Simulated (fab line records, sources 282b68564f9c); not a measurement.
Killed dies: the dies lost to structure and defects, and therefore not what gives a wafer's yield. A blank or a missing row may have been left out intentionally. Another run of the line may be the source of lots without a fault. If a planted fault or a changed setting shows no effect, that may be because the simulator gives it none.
Which tool is to blame? | flow rit_cmos | route of 202 steps, sampled at 1 step: 7 lots, 21 wafers

== WHAT THE GAUGES SHOWED, per wafer ==
RIT_REOX_THK_MEAS_04.
lot  | measured    | on            | REOX_OXIDE_THK (nm)
L726 | day 3 07:11 | film_metro-02 | 25.5 25.6 25.4
L728 | day 3 16:37 | film_metro-03 | 25.1 25.4 25.4
L733 | day 4 15:41 | film_metro-03 | 26.3 26.1 26.3
L739 | day 5 20:17 | film_metro-01 | 25.8 25.5 25.7
L742 | day 6 06:36 | film_metro-03 | 24.9 24.5 25.0
L745 | day 7 17:41 | film_metro-01 | 25.8 25.8 25.9
L748 | day 8 02:55 | film_metro-03 | 25.6 24.6 25.0

== WHICH TOOL RAN EACH LOT (tool, then ch and the chambers of the sampled wafers, then the start) ==
No process step before these readings appears in the record.

== THE ANSWER, worked out from the rows above alone ==
Rule: the usual values come from the lots themselves. The widest of any qualifying gaps counts: lots, ordered by their means at a reading, are off when they make up no more than a third of the lots, leave a main group of 4 or more, and stand apart from it by 3 or more times the standard deviation of that group's means. If all means in a main group match to the digits the tables above print for the reading, that group is not used. Also off: a lot with no number at a reading for which 4 or more lots have one. The other lots that the step has rows for count as sound.
No lot is off at any reading shown: from this, nothing can be told.

== WHAT THE SIMULATOR HAD PUT IN ==
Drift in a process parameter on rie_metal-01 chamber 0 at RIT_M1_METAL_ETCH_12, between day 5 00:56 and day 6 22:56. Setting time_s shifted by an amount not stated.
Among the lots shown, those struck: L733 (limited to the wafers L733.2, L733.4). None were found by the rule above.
